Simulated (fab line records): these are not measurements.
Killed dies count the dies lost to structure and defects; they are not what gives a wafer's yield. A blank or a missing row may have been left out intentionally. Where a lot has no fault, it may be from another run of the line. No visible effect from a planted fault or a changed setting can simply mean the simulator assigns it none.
Commonality check across tools / flow ritCmos / Sample size 14 lots and 48 wafers

## THE REASON FOR OPENING IT
RIT_NLDD_TW_MEAS_10, reading NLDD_TW: flagged on 2 of 14 lots. Fault-free wafers read 2488, with a standard deviation of 21.
Rule: a lot gets a flag if all its wafers with a number sit over 4 standard deviations from that mean, or if no wafer of it has a number. As for the other lots, they are considered sound.

lot=L891; measured=day 3 03:02; on=filmMetro-02; NLDD_TW, wafer by wafer=2503 2497 2496; flag=
lot=L893; measured=day 3 09:08; on=filmMetro-02; NLDD_TW, wafer by wafer=2505 2503 2507; flag=
lot=L894; measured=day 3 11:02; on=filmMetro-02; NLDD_TW, wafer by wafer=2509 2504 2505; flag=
lot=L895; measured=day 3 15:20; on=filmMetro-02; NLDD_TW, wafer by wafer=2485 2492 2496; flag=
lot=L897; measured=day 4 00:47; on=filmMetro-03; NLDD_TW, wafer by wafer=2496 2497 2501; flag=
lot=L899; measured=day 4 10:20; on=filmMetro-01; NLDD_TW, wafer by wafer=2470 2470 2470; flag=
lot=L901; measured=day 4 19:53; on=filmMetro-01; NLDD_TW, wafer by wafer=2471 2459 2464; flag=
lot=L902; measured=day 5 01:29; on=filmMetro-02; NLDD_TW, wafer by wafer=2513 2508 2520; flag=
lot=L905; measured=day 5 15:05; on=filmMetro-03; NLDD_TW, wafer by wafer=2488 2488 2494; flag=
lot=L908; measured=day 6 06:13; on=filmMetro-03; NLDD_TW, wafer by wafer=2727 2718 2731 2720 2739 2735; flag=FLAGGED
lot=L910; measured=day 6 17:06; on=filmMetro-02; NLDD_TW, wafer by wafer=2756 2765 2755 2762 2757 2747; flag=FLAGGED
lot=L911; measured=day 6 21:13; on=filmMetro-01; NLDD_TW, wafer by wafer=2482 2484 2476; flag=
lot=L912; measured=day 7 03:37; on=filmMetro-01; NLDD_TW, wafer by wafer=2461 2470 2461; flag=
lot=L914; measured=day 7 13:10; on=filmMetro-01; NLDD_TW, wafer by wafer=2462 2459 2462; flag=
The mean of the flagged lots' numbers is 2743, +255 from the usual (+12 standard deviations).

## LOT BY LOT: THE TOOL USED
The record keeps 1 process step preceding the reading, out of 202 steps on the route. Read each cell as the tool, then ch plus the chambers that the sampled wafers visited, then the start.
lot=L891; flag=; RIT_NLDD_IMPLANT_08=implanter-01 ch 0, day 3 02:43
lot=L893; flag=; RIT_NLDD_IMPLANT_08=implanter-01 ch 0, day 3 08:49
lot=L894; flag=; RIT_NLDD_IMPLANT_08=implanter-03 ch 0, day 3 10:42
lot=L895; flag=; RIT_NLDD_IMPLANT_08=implanter-02 ch 0, day 3 15:02
lot=L897; flag=; RIT_NLDD_IMPLANT_08=implanter-02 ch 0, day 4 00:29
lot=L899; flag=; RIT_NLDD_IMPLANT_08=implanter-02 ch 0, day 4 10:02
lot=L901; flag=; RIT_NLDD_IMPLANT_08=implanter-01 ch 0, day 4 19:36
lot=L902; flag=; RIT_NLDD_IMPLANT_08=implanter-02 ch 0, day 5 01:11
lot=L905; flag=; RIT_NLDD_IMPLANT_08=implanter-03 ch 0, day 5 14:46
lot=L908; flag=FLAGGED; RIT_NLDD_IMPLANT_08=implanter-02 ch 0, day 6 05:55
lot=L910; flag=FLAGGED; RIT_NLDD_IMPLANT_08=implanter-02 ch 0, day 6 16:46
lot=L911; flag=; RIT_NLDD_IMPLANT_08=implanter-01 ch 0, day 6 20:53
lot=L912; flag=; RIT_NLDD_IMPLANT_08=implanter-03 ch 0, day 7 03:17
lot=L914; flag=; RIT_NLDD_IMPLANT_08=implanter-03 ch 0, day 7 12:50
These steps, and what they do:
- RIT_NLDD_IMPLANT_08
- RIT_NLDD_TW_MEAS_10

## FLAGGED AGAINST TOTAL, ONE TOOL AT A TIME (gauges that did the reading follow at the end)
step=RIT_NLDD_IMPLANT_08; tool=implanter-01; lots run=4; flagged=0; share of the flagged lots=none; sound lots run after its first flagged lot=-
step=RIT_NLDD_IMPLANT_08; tool=implanter-02; lots run=6; flagged=2; share of the flagged lots=all; sound lots run after its first flagged lot=0
step=RIT_NLDD_IMPLANT_08; tool=implanter-03; lots run=4; flagged=0; share of the flagged lots=none; sound lots run after its first flagged lot=-
step=RIT_NLDD_TW_MEAS_10; tool=filmMetro-01; lots run=5; flagged=0; share of the flagged lots=none; sound lots run after its first flagged lot=-
step=RIT_NLDD_TW_MEAS_10; tool=filmMetro-02; lots run=6; flagged=1; share of the flagged lots=some; sound lots run after its first flagged lot=0
step=RIT_NLDD_TW_MEAS_10; tool=filmMetro-03; lots run=3; flagged=1; share of the flagged lots=some; sound lots run after its first flagged lot=0

## WHAT IS ALLOWED BY THE TABLE
1 row of the table ran every flagged lot: implanter-02 at RIT_NLDD_IMPLANT_08.
- implanter-02 at RIT_NLDD_IMPLANT_08: 2 of its 6 lots flagged. It ran its last sound lot, L902, at day 5 01:11 and its first flagged lot, L908, at day 6 05:55: a fault with its onset between the two fits. Its own readings lie more than 4 standard deviations out on every wafer of the flagged lots: beamOnS, faradayCurrentUA.
implanter-02 at RIT_NLDD_IMPLANT_08 is the single tool remaining.

## WHAT HAD BEEN PUT IN BY THE SIMULATOR
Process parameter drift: implanter-02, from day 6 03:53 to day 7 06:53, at RIT_NLDD_IMPLANT_08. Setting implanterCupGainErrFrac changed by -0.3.
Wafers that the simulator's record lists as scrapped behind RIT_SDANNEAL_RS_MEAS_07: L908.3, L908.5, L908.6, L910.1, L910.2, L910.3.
Lots struck among those shown: L908, L910. The rule above reached the same finding.
